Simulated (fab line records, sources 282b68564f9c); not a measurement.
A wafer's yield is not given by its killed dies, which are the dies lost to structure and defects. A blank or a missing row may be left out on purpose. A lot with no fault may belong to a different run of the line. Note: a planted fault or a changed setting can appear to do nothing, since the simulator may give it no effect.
Comparing a struck lot with a sound one || flow rit-cmos || 17 steps out of a route of 202
Sound: the wafers L259.1, L259.2, L259.5. Wafers struck: L271.2, L271.4, L271.5. At the end, the cause is stated.
For every step that has rows: the tool of each side, followed by ch and its chambers, followed by its first start. Under that, the readings that differ: sound wafers || struck wafers || difference of the means || sigmas: that difference in standard deviations of wafers without a fault.
alike: a reading whose means differ by less than 2 such deviations, as well as words and numbers matching on both sides. not compared: withheld readings; readings where some wafer has no value; bounds like >300 that might hide an equal value; numbers whose values overlap and for which the record gives no deviation.
The two part at a step that has a row with sigmas, a row that says differs or no value, or rows on one side only. Numbers that don't overlap but have no deviation are shown without sigmas and don't part them. A reading that every wafer of one side lacks parts them only if that side has two wafers or more.

first, 1 step without rows for these wafers: RIT_PSD_IMPLANT_08.
RIT_PSD_STRIP_09: strips in O2, time 180 s.
  sound on plasma-asher-02 ch 0,1, day 3 18:47; struck on plasma-asher-04 ch 0, day 6 06:51
  alike: drypump-motor-current-A
  not compared: rf-hours-counter-h
RIT_PSD_TW_MEAS_10:
  sound: film-metro-04 at day 3 18:58; struck: film-metro-03 at day 6 07:02
{"reading": "PSD_TW", "sound": "3405 3390 3401", "struck": "3475 3487 3478", "difference": "+81", "sigmas": "+3"}
then, 3 steps without rows for these wafers: RIT_SDANNEAL_CLEAN_00 (cleans in SC1, time 600 s); RIT_SDANNEAL_CLEAN_01 (cleans in dHF, time 30.43 s); RIT_SDANNEAL_CLEAN_02 (cleans in SC2, time 600 s).
RIT_SDANNEAL_RTA_03: time 5 s.
  sound on rtp-anneal-01 ch 0, day 3 19:34; struck on rtp-anneal-01 ch 0, day 6 07:30
{"reading": "wafer_temp_C_max", "sound": "1053.1 1051.6 1053.1", "struck": "1054.2 1055.3 1055.1", "difference": "+2.3", "sigmas": "+2"}
RIT_SDANNEAL_RS_MEAS_04: a four-point-probe measurement.
  sound: film-metro-04 at day 3 19:38; struck: film-metro-04 at day 6 07:34
  alike: PSD_RS
RIT_SDANNEAL_RS_MEAS_05: a four-point-probe measurement.
  sound: film-metro-04 at day 3 19:45; struck: film-metro-04 at day 6 07:41
{"reading": "NSD_RS (ohm/sq)", "sound": "84.42 84.63 84.77", "struck": "84.05 83.88 84.22", "difference": -0.56, "sigmas": -2}
RIT_SDANNEAL_RS_MEAS_06: a four-point-probe measurement.
  sound: film-metro-04 at day 3 19:52; struck: film-metro-04 at day 6 07:49
  alike: PLDD_RS
RIT_SDANNEAL_RS_MEAS_07: a four-point-probe measurement.
  sound: film-metro-04 at day 3 19:59; struck: film-metro-04 at day 6 07:56
  alike: NLDD_RS
then, 1 step without rows for these wafers: RIT_SILICIDE_WET_ETCH_00 (etches SiO2 in BOE, target depth 14 nm, time 15 s).
RIT_SILICIDE_SPUTTER_01: material Ti, target thk 30 nm, time 240 s.
  sound: pvd-sputter-01 at day 3 20:07; struck: pvd-sputter-04 at day 6 08:22
  alike: throttle-valve-pct
RIT_SILICIDE_RS_MEAS_02: a four-point-probe measurement.
  sound: film-metro-03 at day 3 20:16; struck: film-metro-03 at day 6 08:32
{"reading": "SILICIDE_TI_RS (ohm/sq)", "sound": "46.2 45.2 45.7", "struck": "19.6 19.6 19.9", "difference": -26.0, "sigmas": -36}
RIT_SILICIDE_THK_MEAS_03: measures by xrf.
  sound: film-metro-03 at day 3 20:23; struck: film-metro-03 at day 6 08:38
{"reading": "SILICIDE_TI_THK (nm)", "sound": "31.3 31.9 31.6", "struck": "62.5 62.9 62.5", "difference": "+31.0", "sigmas": "+78"}
RIT_SILICIDE_RTA_04: time 10 s, ramp up 5 s, ramp down 5 s.
  sound on rtp-anneal-02 ch 0, day 3 20:27; struck on rtp-anneal-02 ch 0, day 6 08:42
  alike: wafer_temp_C_max
RIT_M1_PROBE_99:
  record: rows for the struck wafers here (prober-02, day 6 15:29), none for the sound ones

== WHERE THEY PART ==
At RIT_PSD_TW_MEAS_10 first; at RIT_M1_PROBE_99 last (within this record only).

WHY: whatever the simulator had introduced
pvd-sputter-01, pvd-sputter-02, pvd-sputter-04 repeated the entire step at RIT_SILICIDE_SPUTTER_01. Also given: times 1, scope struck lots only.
